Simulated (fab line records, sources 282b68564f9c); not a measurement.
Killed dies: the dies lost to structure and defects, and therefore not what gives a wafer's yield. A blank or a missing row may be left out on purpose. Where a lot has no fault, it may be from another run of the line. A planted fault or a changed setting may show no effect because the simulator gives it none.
fab line records	flow ritCmos
record lots=6	wafers=18	lastDay=7
route steps=202 shown M1@184
lots with no fault: from the same line, run without faults
startH: the number of hours between the record's first day and the start of the first shown wafer of the lot	waitH: hours since the lot's step before	" as in the row above	L1.1+2: one row covering several wafers at once	- no value, or no start was given	* or withheld: withheld	< > ~ a bound
route shown NAME@n: names a module that has steps shown in the file, with the first one's number in the route	usual: average and standard deviation across the fault-free wafers	same: alike in all rows	chamber/n: place in a boat	sites: each site's reading	_std_site: the standard deviation of these	_edge_site: inner sites' mean taken away from outer sites' mean	radiusMm: how far each site lies from the wafer's centre	mask NAME#n: copy n	behind: the last tool/chamber to shape the wafer	hold: cause of the lot's hold/its duration in hours/its outcome	device: names the non-switching transistor (n, p or np)	end of line: tests of these same wafers at the route's end	where a step has no rows: the recipe by itself	killed: dies lost to structure and defects at the first sort, not the wafer's yield	map: a wafer's dies, marking killed ones x, the rest . and places with no die _
set.NAME: setting as actually run; set.NAME@STEP: the setting as run at that earlier step	model.NAME: the simulator's own value behind a step, which no gauge read
lots seen at some steps along the route; tables by step, rows by wafer
services: a tool's chamber out of use, with start hour (startH, from the record's first day; less than 0 if before it), hours out, and reason
## steps
# step RIT_M1_SPUTTER_00
# recipe material=Al	targetThkNm=400	powerW=2000	chamberPressurePa=0.4	gas=Ar	timeS=500	substrateTempC=25
# usual cathodeDcPowerW=1999.9/0.38	throttleValvePct=30.8/1.1
lot.wafer	tool	chamber	startH	waitH	cathodeDcPowerW	throttleValvePct
L583.1	pvdSputter-04	-	99.70	0.0	2000.2	29.1
L583.3	"	-	"	"	1999.6	31.7
L583.5	"	-	"	"	2000.0	32.0
L587.1	pvdSputter-03	-	120.55	0.0	1999.7	29.4
L587.4	"	-	"	"	1999.9	31.4
L587.6	"	-	"	"	1999.3	31.6
L589.1	pvdSputter-03	-	131.40	0.0	1999.8	30.1
L589.2	"	-	"	"	1999.9	31.4
L589.6	"	-	"	"	1999.7	30.2
L591.1	pvdSputter-03	-	142.70	0.0	2000.2	30.0
L591.3	"	-	"	"	1999.8	30.3
L591.5	"	-	"	"	1999.0	31.3
L595.1	pvdSputter-03	-	166.86	0.0	1999.9	31.3
L595.3	"	-	"	"	1999.6	30.1
L595.5	"	-	"	"	2000.4	29.7
L596.1	pvdSputter-04	-	174.95	0.0	1999.7	31.8
L596.4	"	-	"	"	1999.7	29.0
L596.5	"	-	"	"	1999.7	31.8
# step RIT_M1_RS_MEAS_01
# recipe thkMeasGauge=four-point-probe	reads=Al_of_M1_SPUTTER_00
# usual M1_AL_RS=0.0734/0.00079
lot.wafer	tool	chamber	startH	waitH	M1_AL_RS[ohm/sq]
L583.1	filmMetro-01	-	100.15	0.3	0.0738
L583.3	"	-	"	"	0.0745
L583.5	"	-	"	"	0.0744
L587.1	filmMetro-01	-	120.84	0.1	0.0726
L587.4	"	-	"	"	0.0730
L587.6	"	-	"	"	0.0735
L589.1	filmMetro-01	-	131.69	0.1	0.0724
L589.2	"	-	"	"	0.0722
L589.6	"	-	"	"	0.0725
L591.1	filmMetro-01	-	142.99	0.1	0.0727
L591.3	"	-	"	"	0.0730
L591.5	"	-	"	"	0.0728
L595.1	filmMetro-03	-	167.15	0.1	0.0733
L595.3	"	-	"	"	0.0730
L595.5	"	-	"	"	0.0724
L596.1	filmMetro-01	-	175.29	0.2	0.0747
L596.4	"	-	"	"	0.0742
L596.5	"	-	"	"	0.0743
# step RIT_M1_THK_MEAS_02
# recipe thkMeasGauge=xrf	reads=Al_of_M1_SPUTTER_00
# usual M1_AL_THK=397/5.2
lot.wafer	tool	chamber	startH	waitH	M1_AL_THK[nm]
L583.1	filmMetro-01	-	100.27	0.1	397
L583.3	"	-	"	"	394
L583.5	"	-	"	"	391
L587.1	filmMetro-01	-	120.96	0.1	401
L587.4	"	-	"	"	398
L587.6	"	-	"	"	395
L589.1	filmMetro-01	-	131.81	0.1	403
L589.2	"	-	"	"	401
L589.6	"	-	"	"	403
L591.1	filmMetro-01	-	143.11	0.1	399
L591.3	"	-	"	"	399
L591.5	"	-	"	"	401
L595.1	filmMetro-03	-	167.27	0.1	400
L595.3	"	-	"	"	399
L595.5	"	-	"	"	404
L596.1	filmMetro-01	-	175.41	0.1	390
L596.4	"	-	"	"	393
L596.5	"	-	"	"	390
# step RIT_M1_HMDS_03
# recipe primeTimeS=60	primeTempC=140
# step RIT_M1_COAT_04
# recipe resist=NOVOLAK	spinRpm=2000	resistThkNm=1322
# step RIT_M1_SOFTBAKE_05
# recipe resist=NOVOLAK	tempC=90	timeS=60
# step RIT_M1_EXPOSE_06
# recipe maskId=M12	na=0.6	sourceShape=conventional	sigmaOuter=0.5	targetCdNm=2600	doseMj=250
# step RIT_M1_PEB_07
# recipe resist=NOVOLAK	tempC=withheld	timeS=withheld
# step RIT_M1_DEVELOP_08
# recipe resist=NOVOLAK	developTimeS=68	devTempC=23
# step RIT_M1_CD_MEAS_09
# recipe targetCdNm=2600
# usual cdNm=2600.4/2
lot.wafer	tool	chamber	startH	waitH	cdNm
L583.1	cdSem-01	-	101.49	-	2597.5
L583.3	"	-	"	"	2598.6
L583.5	"	-	"	"	2598.5
L587.1	cdSem-02	-	122.22	-	2597.0
L587.4	"	-	"	"	2599.4
L587.6	"	-	"	"	2597.5
L589.1	cdSem-02	-	132.87	-	2601.9
L589.2	"	-	"	"	2600.8
L589.6	"	-	"	"	2600.5
L591.1	cdSem-02	-	144.18	-	2599.5
L591.3	"	-	"	"	2601.1
L591.5	"	-	"	"	2598.9
L595.1	cdSem-02	-	168.33	-	2601.2
L595.3	"	-	"	"	2602.4
L595.5	"	-	"	"	2601.2
L596.1	cdSem-01	-	176.47	-	2602.4
L596.4	"	-	"	"	2602.7
L596.5	"	-	"	"	2600.3
# step RIT_M1_OVL_MEAS_10
# usual M1_OVL=-1.0/1.4
lot.wafer	tool	chamber	startH	waitH	M1_OVL[nm]
L583.1	overlay-01	-	101.61	0.1	-0.2
L583.3	"	-	"	"	-3.5
L583.5	"	-	"	"	-1.0
L587.1	overlay-02	-	122.34	0.1	-0.9
L587.4	"	-	"	"	-0.6
L587.6	"	-	"	"	0.5
L589.1	overlay-02	-	132.99	0.1	-0.2
L589.2	"	-	"	"	0.4
L589.6	"	-	"	"	-0.2
L591.1	overlay-01	-	144.30	0.1	1.4
L591.3	"	-	"	"	-1.5
L591.5	"	-	"	"	-0.5
L595.1	overlay-02	-	168.45	0.1	-1.2
L595.3	"	-	"	"	-1.0
L595.5	"	-	"	"	-1.3
L596.1	overlay-02	-	176.59	0.1	-1.2
L596.4	"	-	"	"	-1.5
L596.5	"	-	"	"	-1.7
# step RIT_M1_HARDBAKE_11
# recipe resist=NOVOLAK	tempC=140	timeS=120
# step RIT_M1_METAL_ETCH_12
# recipe stopOn=SiO2	chemistry=Cl2/BCl3	target=Al	timeS=165	overEtchFrac=0.5	pressureMtorr=100	targetDepthA=6000	rfW=250	Cl2_flow_sccm=60	bcl3FlowSccm=50
# usual bcl3FlowSccm=50.02/0.13	drypumpMotorCurrentA=5.6/0.63	oesProductAu=0.785/0.014	rfFwdPowerW=248.9/0.73	throttleValvePct=8.36/0.094
lot.wafer	tool	chamber	startH	waitH	bcl3FlowSccm	drypumpMotorCurrentA	oesProductAu	rfFwdPowerW	rfHoursCounterH	throttleValvePct	model.NOVOLAK_of_M1_COAT_04.thkNm
L583.1	rieMetal-03	0	101.89	0.2	49.87	5.2	0.772	248.4	1	8.34	822.6
L583.3	"	1	"	"	50.12	5.2	0.802	248.2	-	8.40	819.1
L583.5	"	1	"	"	49.94	5.2	0.795	249.5	-	8.39	818.2
L587.1	rieMetal-02	1	122.62	0.2	50.07	4.9	0.803	248.3	37	8.48	818.4
L587.4	"	1	"	"	50.24	4.9	0.799	249.3	-	8.49	820.1
L587.6	"	0	"	"	50.14	6.5	0.778	248.6	-	8.31	822.7
L589.1	rieMetal-03	0	133.28	0.2	49.75	5.2	0.786	247.7	1	8.33	823.6
L589.2	"	1	"	"	50.25	5.2	0.809	218.6	1	8.39	860.9
L589.6	"	1	"	"	50.45	5.2	0.808	220.1	-	8.37	864.4
L591.1	rieMetal-03	0	144.58	0.2	49.93	5.2	0.784	250.9	2	8.33	818.7
L591.3	"	0	"	"	49.92	5.2	0.781	249.6	-	8.33	822
L591.5	"	1	"	"	49.79	5.2	0.803	219.7	-	8.39	858.7
L595.1	rieMetal-04	0	168.74	0.2	49.79	6.4	0.772	250.1	4	8.45	834.8
L595.3	"	0	"	"	49.86	6.5	0.766	249.5	-	8.47	837.5
L595.5	"	1	"	"	50.20	5.7	0.791	247.4	-	8.20	808
L596.1	rieMetal-02	1	176.88	0.2	49.94	4.9	0.755	249.0	0	8.50	823.7
L596.4	"	1	"	"	50.04	4.9	0.763	249.0	-	8.49	826.7
L596.5	"	1	"	"	49.91	4.9	0.758	249.2	-	8.48	823.1
# step RIT_M1_STRIP_13
# recipe chemistry=nmp	resist=NOVOLAK	tempC=80	timeS=600	dry=n2Spin
# step RIT_M1_PROBE_99
# usual defectLimitedYield=97.6/1.1	killedAtContacts=0.1/0.31	killedAtFrontEnd=6.3/3	killedDies=6.4/3	killedOpen=3/1.9	killedShort=3.4/1.9	sort_bin_3_pad_short=0.1/0.18	sort_bin_5_function=1.4/0.78	sort_bin_6_memory=0.9/0.65	sortNPass=257.6/3	sortYieldPct=97.6/1.1
# same grossDies=264	killed_at_M0_to_M3=0	killed_at_M4_up=0	killedAtBackSide=0	killedAtOther=0
lot.wafer	tool	chamber	startH	waitH	defectLimitedYield[%]	killedAtContacts	killedAtFrontEnd	killedDies	killedOpen	killedShort	sort_bin_3_pad_short[%]	sort_bin_5_function[%]	sort_bin_6_memory[%]	sortNPass	sortYieldPct[%]	model.etest.antennaM1.vtShiftV
L583.1	prober-02	-	104.16	0.1	97.7	1	5	6	3	3	0	1.5	0.8	258.0	97.7	-0.01221
L583.3	prober-02	-	104.26	0.2	96.6	1	8	9	6	3	0	1.5	1.9	255.0	96.6	-0.01364
L583.5	prober-02	-	104.36	0.2	97.3	0	7	7	5	2	0	1.5	1.1	257.0	97.3	-0.01416
L587.1	prober-02	-	124.87	0.1	98.9	0	3	3	1	2	0	0.8	0.4	261.0	98.9	-0.01272
L587.4	prober-02	-	125.02	0.2	98.1	0	5	5	1	4	0	1.1	0.8	259.0	98.1	-0.01403
L587.6	prober-02	-	125.12	0.2	97.3	0	7	7	1	6	0	1.5	1.1	257.0	97.3	-0.01132
L589.1	prober-02	-	135.53	0.1	98.1	0	5	5	3	2	0	1.5	0.4	259.0	98.1	-0.009943
L589.2	prober-02	-	135.58	0.1	97.0	0	8	8	7	1	0	3.0	0	256.0	97.0	-0.004876
L589.6	prober-02	-	135.78	0.2	96.2	0	10	10	6	4	0	2.7	1.1	254.0	96.2	-0.001543
L591.1	prober-02	-	147.01	0.1	97.3	0	7	7	3	4	0	1.5	1.1	257.0	97.3	-0.009767
L591.3	prober-02	-	147.11	0.2	97.7	1	5	6	1	5	0.4	1.5	0.4	258.0	97.7	-0.01008
L591.5	prober-02	-	147.21	0.2	97.3	0	7	7	2	5	0.4	1.1	1.1	257.0	97.3	-0.01004
L595.1	prober-02	-	170.99	0.1	95.8	0	11	11	6	5	0	2.3	1.9	253.0	95.8	-0.008561
L595.3	prober-02	-	171.09	0.2	96.6	0	9	9	6	3	0	3.0	0.4	255.0	96.6	-0.005725
L595.5	prober-02	-	171.19	0.2	98.1	0	5	5	1	4	0	0	1.9	259.0	98.1	-0.009744
L596.1	prober-01	-	179.13	0.1	98.1	0	5	5	4	1	0	0.8	1.1	259.0	98.1	-0.01355
L596.4	prober-01	-	179.28	0.2	97.0	0	8	8	4	4	0	1.9	1.1	256.0	97.0	-0.01174
L596.5	prober-01	-	179.33	0.2	99.2	0	2	2	1	1	0	0	0.8	262.0	99.2	-0.01248
# killed by level:class
L583.1 SPACER:geometricParticle:open=2 SPACER:geometricParticle:short=2 GATE:geometricParticle:open=1 CONTACT:geometricParticle:short=1
L583.3 GATE:geometricParticle:open=5 GATE:geometricParticle:short=1 REOX:geometricParticle:short=1 REOX:geometricParticle:open=1 CONTACT:geometricParticle:short=1
L583.5 GATE:geometricParticle:short=2 GATE:geometricParticle:open=2 SPACER:geometricParticle:open=2 FOX1:geometricParticle:open=1
L587.1 FOX2:geometricParticle:open=1 GATE:geometricParticle:short=1 SILICIDE:geometricParticle:short=1
L587.4 FOX2:geometricParticle:short=1 GATE:geometricParticle:open=1 GATE:geometricParticle:short=1 REOX:geometricParticle:short=1 SILICIDE:geometricParticle:short=1
L587.6 GATE:geometricParticle:short=2 FOX1:geometricParticle:short=1 REOX:geometricParticle:short=1 SPACER:geometricParticle:short=1 SILICIDE:geometricParticle:open=1 SILICIDE:geometricParticle:short=1
L589.1 SPACER:geometricParticle:open=2 GATE:geometricParticle:short=1 REOX:geometricParticle:open=1 SPACER:geometricParticle:short=1
L589.2 GATE:geometricParticle:open=4 REOX:geometricParticle:open=2 ACTIVE:geometricParticle:open=1 GATE:geometricParticle:short=1
L589.6 SPACER:geometricParticle:short=3 GATE:geometricParticle:open=2 SPACER:geometricParticle:open=2 FOX2:geometricParticle:open=1 REOX:geometricParticle:open=1 SILICIDE:geometricParticle:short=1
L591.1 FOX1:geometricParticle:short=2 GATE:geometricParticle:open=2 FOX1:geometricParticle:open=1 FOX2:geometricParticle:short=1 REOX:geometricParticle:short=1
L591.3 FOX1:geometricParticle:short=2 GATE:geometricParticle:short=2 ACTIVE:geometricParticle:open=1 CONTACT:geometricParticle:short=1
L591.5 FOX2:geometricParticle:short=1 GATE:geometricParticle:open=1 GATE:geometricParticle:short=1 REOX:geometricParticle:open=1 REOX:geometricParticle:short=1 SPACER:geometricParticle:short=1 SILICIDE:geometricParticle:short=1
L595.1 SPACER:geometricParticle:open=3 FOX2:geometricParticle:short=2 REOX:geometricParticle:open=2 SPACER:geometricParticle:short=2 GATE:geometricParticle:short=1 SILICIDE:geometricParticle:open=1
L595.3 SPACER:geometricParticle:open=3 GATE:geometricParticle:short=1 GATE:geometricParticle:open=1 REOX:geometricParticle:short=1 REOX:geometricParticle:open=1 SPACER:geometricParticle:short=1 SILICIDE:geometricParticle:open=1
L595.5 GATE:geometricParticle:short=3 GATE:geometricParticle:open=1 REOX:geometricParticle:short=1
L596.1 FOX2:geometricParticle:open=1 GATE:geometricParticle:open=1 SPACER:geometricParticle:open=1 SILICIDE:geometricParticle:short=1 STARTING-WAFER:geometricParticle:open=1
L596.4 GATE:geometricParticle:short=4 FOX1:geometricParticle:open=1 GATE:geometricParticle:open=1 REOX:geometricParticle:open=1 SILICIDE:geometricParticle:open=1
L596.5 GATE:geometricParticle:open=1 SPACER:geometricParticle:short=1
## services
tool	chamber	startH	hours	kind
rieMetal-03	-	76.51	2.8	pm
rieMetal-02	-	79.63	0.2	repair
pvdSputter-03	-	81.87	1.9	repair
pvdSputter-04	-	100.32	5.5	repair
pvdSputter-04	-	118.33	19.5	repair
rieMetal-02	-	136.12	20.0	pm
rieMetal-02	0	136.12	20.0	ventCycle
rieMetal-02	1	136.12	20.0	ventCycle
rieMetal-02	-	149.01	1.3	repair
rieMetal-02	0	156.12	-	clean
rieMetal-02	1	156.12	-	clean
rieMetal-04	1	170.45	7.2	repair
## key
firstSign step=RIT_M1_METAL_ETCH_12	reading=rfFwdPowerW	direction=down	sigmas=41	usual=248.9	struck=219.5
effect none on later readings
modelEffect step=RIT_M1_METAL_ETCH_12	value=NOVOLAK_of_M1_COAT_04.thkNm	without=820.7	struck=861.4
modelEffect step=RIT_M1_PROBE_99	value=etest.antennaM1.vtShiftV	without=-0.01069	struck=-0.005487
metAt RIT_M1_METAL_ETCH_12
struckWafers L589.2,L589.6,L591.5
onsetBetween 101.89 133.28
fault kind=processParameterDrift	tool=rieMetal-03	chamber=1	onsetH=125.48	steps=RIT_M1_METAL_ETCH_12	channel=rfW	offset=-30	shape=step	endH=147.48	stated=250
